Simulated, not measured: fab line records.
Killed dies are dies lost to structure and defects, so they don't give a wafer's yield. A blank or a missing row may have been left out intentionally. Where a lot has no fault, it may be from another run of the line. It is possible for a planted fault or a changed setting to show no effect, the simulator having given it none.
Split-lot experiment :: flow berkeley-cmos170 :: 5 lots, 23 wafers read, on a route of 331 steps

## SPLIT DETAILS
At UCB170_CONTACT_COAT_04 (resist thk 900 nm), the setting spin-rpm was moved away from the recipe's 1500 rpm on 8 of the 23 wafers read, by +4.5% to +4.9%. For the rest of the wafers, this setting stayed at what the recipe calls for.

The reading comes from the split's own step.

## THE READING
KrF_of_CONTACT_COAT_04.thk-nm (the simulator's own value, which no gauge read), in nm, at UCB170_CONTACT_COAT_04 (resist thk 900 nm). There is no usual value for it anywhere in the file. The 15 wafers here that ran the recipe average 900.6 nm, standard deviation 3.7 nm.

wafer: L074.1
tool, chamber at the split: litho-track-04, 0
spin-rpm as run, rpm: 1500
against the recipe: recipe
KrF_of_CONTACT_COAT_04.thk-nm, nm: 902.5
against lot-mates on the recipe: -

wafer: L074.2
tool, chamber at the split: litho-track-04, 0
spin-rpm as run, rpm: 1567
against the recipe: +4.5%
KrF_of_CONTACT_COAT_04.thk-nm, nm: 883.8
against lot-mates on the recipe: -19.9

wafer: L074.3
tool, chamber at the split: litho-track-04, 0
spin-rpm as run, rpm: 1567
against the recipe: +4.5%
KrF_of_CONTACT_COAT_04.thk-nm, nm: 883.3
against lot-mates on the recipe: -20.4

wafer: L074.4
tool, chamber at the split: litho-track-04, 0
spin-rpm as run, rpm: 1500
against the recipe: recipe
KrF_of_CONTACT_COAT_04.thk-nm, nm: 904.7
against lot-mates on the recipe: -

wafer: L074.6
tool, chamber at the split: litho-track-04, 0
spin-rpm as run, rpm: 1500
against the recipe: recipe
KrF_of_CONTACT_COAT_04.thk-nm, nm: 903.9
against lot-mates on the recipe: -

wafer: L077.1
tool, chamber at the split: litho-track-04, 0
spin-rpm as run, rpm: 1500
against the recipe: recipe
KrF_of_CONTACT_COAT_04.thk-nm, nm: 901.9
against lot-mates on the recipe: -

wafer: L077.2
tool, chamber at the split: litho-track-04, 0
spin-rpm as run, rpm: 1500
against the recipe: recipe
KrF_of_CONTACT_COAT_04.thk-nm, nm: 903.2
against lot-mates on the recipe: -

wafer: L077.3
tool, chamber at the split: litho-track-04, 0
spin-rpm as run, rpm: 1567
against the recipe: +4.5%
KrF_of_CONTACT_COAT_04.thk-nm, nm: 885.4
against lot-mates on the recipe: -17.1

wafer: L077.4
tool, chamber at the split: litho-track-04, 0
spin-rpm as run, rpm: 1567
against the recipe: +4.5%
KrF_of_CONTACT_COAT_04.thk-nm, nm: 882.5
against lot-mates on the recipe: -20.0

wafer: L077.5
tool, chamber at the split: litho-track-04, 0
spin-rpm as run, rpm: 1567
against the recipe: +4.5%
KrF_of_CONTACT_COAT_04.thk-nm, nm: 882.6
against lot-mates on the recipe: -19.9

wafer: L082.1
tool, chamber at the split: litho-track-01, 0
spin-rpm as run, rpm: 1500
against the recipe: recipe
KrF_of_CONTACT_COAT_04.thk-nm, nm: 893.4
against lot-mates on the recipe: -

wafer: L082.2
tool, chamber at the split: litho-track-01, 0
spin-rpm as run, rpm: 1500
against the recipe: recipe
KrF_of_CONTACT_COAT_04.thk-nm, nm: 896.1
against lot-mates on the recipe: -

wafer: L082.3
tool, chamber at the split: litho-track-01, 0
spin-rpm as run, rpm: 1500
against the recipe: recipe
KrF_of_CONTACT_COAT_04.thk-nm, nm: 896.3
against lot-mates on the recipe: -

wafer: L082.5
tool, chamber at the split: litho-track-01, 0
spin-rpm as run, rpm: 1500
against the recipe: recipe
KrF_of_CONTACT_COAT_04.thk-nm, nm: 894.9
against lot-mates on the recipe: -

wafer: L082.6
tool, chamber at the split: litho-track-01, 0
spin-rpm as run, rpm: 1500
against the recipe: recipe
KrF_of_CONTACT_COAT_04.thk-nm, nm: 899.3
against lot-mates on the recipe: -

wafer: L083.1
tool, chamber at the split: litho-track-04, 0
spin-rpm as run, rpm: 1574
against the recipe: +4.9%
KrF_of_CONTACT_COAT_04.thk-nm, nm: 882
against lot-mates on the recipe: -23.0

wafer: L083.2
tool, chamber at the split: litho-track-04, 0
spin-rpm as run, rpm: 1500
against the recipe: recipe
KrF_of_CONTACT_COAT_04.thk-nm, nm: 903.6
against lot-mates on the recipe: -

wafer: L083.3
tool, chamber at the split: litho-track-04, 0
spin-rpm as run, rpm: 1574
against the recipe: +4.9%
KrF_of_CONTACT_COAT_04.thk-nm, nm: 884.6
against lot-mates on the recipe: -20.4

wafer: L083.5
tool, chamber at the split: litho-track-04, 0
spin-rpm as run, rpm: 1574
against the recipe: +4.9%
KrF_of_CONTACT_COAT_04.thk-nm, nm: 884.1
against lot-mates on the recipe: -20.9

wafer: L083.6
tool, chamber at the split: litho-track-04, 0
spin-rpm as run, rpm: 1500
against the recipe: recipe
KrF_of_CONTACT_COAT_04.thk-nm, nm: 906.5
against lot-mates on the recipe: -

wafer: L085.2
tool, chamber at the split: litho-track-04, 0
spin-rpm as run, rpm: 1500
against the recipe: recipe
KrF_of_CONTACT_COAT_04.thk-nm, nm: 901
against lot-mates on the recipe: -

wafer: L085.4
tool, chamber at the split: litho-track-04, 0
spin-rpm as run, rpm: 1500
against the recipe: recipe
KrF_of_CONTACT_COAT_04.thk-nm, nm: 900.7
against lot-mates on the recipe: -

wafer: L085.5
tool, chamber at the split: litho-track-04, 0
spin-rpm as run, rpm: 1500
against the recipe: recipe
KrF_of_CONTACT_COAT_04.thk-nm, nm: 901.3
against lot-mates on the recipe: -

FIT RESULTS
A straight line over all 23 wafers: KrF_of_CONTACT_COAT_04.thk-nm changes by -3.67 nm for each +1% of spin-rpm; r = -0.93; the points scatter about the line by 3.3 nm.
The same after taking each lot's own level away (the mean of its wafers on the recipe; 23 wafers): -4.36 nm for each +1%; r = -0.99; scatter 1.3 nm.
Per that fit: largest spin-rpm move, reading shift of 22 nm.
From 896.00 to 905.05 nm: that is the span of the lots' own levels, equal to 2.4 times the standard deviation above.
So the slope is not independent of the lot-to-lot level: the two fits are not the same.
Check: with one of the wafers moved furthest among these (+4.9%) left out of the fit, the line predicts -21.3 nm for it against its lot-mates. It came out at -23 nm against them.

## OTHER SPLITS ON THESE WAFERS
Note: prior to the reading, these wafers also went through further splits. Each is held against what the fit with the lots' levels taken away leaves over:
other split on the same wafers: UCB170_PSD_PEB_04 peb-temp-c
wafers away from the commonest value: 7
r with KrF_of_CONTACT_COAT_04.thk-nm (lot level and that fit taken away): -0.02

other split on the same wafers: UCB170_NSD_IMPLANT_08 energy-kev
wafers away from the commonest value: 5
r with KrF_of_CONTACT_COAT_04.thk-nm (lot level and that fit taken away): +0.49

other split on the same wafers: UCB170_SILICIDE_SPUTTER_01 power-w
wafers away from the commonest value: 7
r with KrF_of_CONTACT_COAT_04.thk-nm (lot level and that fit taken away): +0.08

## THE WHOLE CHAIN: every reading that the file lists as answering this split, in the file's order
step: UCB170_CONTACT_COAT_04
what it does: resist thk 900 nm
reading: KrF_of_CONTACT_COAT_04.thk-nm (the simulator's own value, which no gauge read)
change (the file's fit): -4.38 nm for each +1% of the setting
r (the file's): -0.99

step: UCB170_CONTACT_STRIP_06
what it does: strips in O2
reading: strip-time-to-endpoint-s
change (the file's fit): withheld for each +1% of the setting
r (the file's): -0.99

## THE FILE'S OWN FIT
KrF_of_CONTACT_COAT_04.thk-nm changes by -4.38 nm for each +1% of spin-rpm, r = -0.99.
